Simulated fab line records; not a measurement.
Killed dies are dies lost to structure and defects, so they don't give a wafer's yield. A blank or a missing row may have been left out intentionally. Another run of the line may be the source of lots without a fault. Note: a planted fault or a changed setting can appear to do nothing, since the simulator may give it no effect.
8D (eight disciplines) problem report, filled in by code :: flow rit cmos :: the parts of the form that need people (team, actions taken, sign-off) are left out

== 1. THE PROBLEM ==
heater power total W at RIT_ACTIVE_HARDBAKE_12 reads a mean of 69.13 W on 6 wafers of 2 lots; wafers without a fault read 62.55 W with a standard deviation of 0.045. So: +99 or more standard deviations from the usual mean.
The step: time 60 s.
First seen on wafer L770.1, day 3 03:55, on litho track-03. The record holds 18 wafers of 6 lots with a number at this step. Rule for "out", or "out of limits": more than 4 standard deviations from the usual mean. The rest of the wafers with a number are treated as sound.

== 2. WHAT IT IS, AND WHAT IT ISN'T ==
question: which readings at this step
is: heater power total W, plate temp C
is not: -

question: which lots
is: L770, L774
is not: L765, L766, L772, L781

question: which wafers of those lots
is: all that have a number
is not: -

question: read on which tools
is: litho track-03
is not: litho track-01, litho track-02

question: when
is: from day 3 03:55
is not: up to then (6 sound wafers); but 6 sound wafers of L772, L781 came after

== 3. WHAT RULES OUT EACH SUSPECT ==
Counting: any tool at a process step up to the reading is kept as a suspect provided that every lot that is out went through it and no sound lot did after the first of them.
- litho track-03 at RIT_ACTIVE_HARDBAKE_12 (time 60 s): kept. It processed each lot that is out, first L770 at day 3 03:55, and no sound lot thereafter; up to then, the last sound lot it processed was L766 at day 2 05:38. Its own heater power total W, plate temp C readings are out on those wafers.
Remaining after the count: litho track-03 at RIT_ACTIVE_HARDBAKE_12.

== 4. THE CAUSE (what the simulator had put in) ==
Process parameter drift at RIT_ACTIVE_HARDBAKE_12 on litho track-03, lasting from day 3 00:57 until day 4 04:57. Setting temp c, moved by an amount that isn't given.
After counting, this tool was the only one left.

== 5. THE EFFECT CHAIN, in route order ==
Each row: a reading whose mean over the struck wafers that have a number lies more than 3 standard deviations from the usual. Readings are gone through only where the record gives a usual standard deviation; hours: the median, over the lots, of the time from a lot's start at the first step in this table giving one to that lot's start at this step; sigmas: the change measured in usual standard deviations.
hours: 0
step: RIT_ACTIVE_HARDBAKE_12
reading: heater power total W
usual: 62.55 W
on struck wafers: 69.13
change: +6.58
sigmas: +99 or more

hours: 0
step: RIT_ACTIVE_HARDBAKE_12
reading: plate temp C
usual: 139.98 C
on struck wafers: 151.46
change: +11.48
sigmas: +72
It contains these process steps:
- RIT_ACTIVE_HARDBAKE_12: time 60 s.

== 6. WHAT WOULD HAVE CAUGHT IT SOONER ==
3 hours passed between the start of the fault at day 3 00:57 and the first reading out of limits in this record, taken at day 3 03:55.
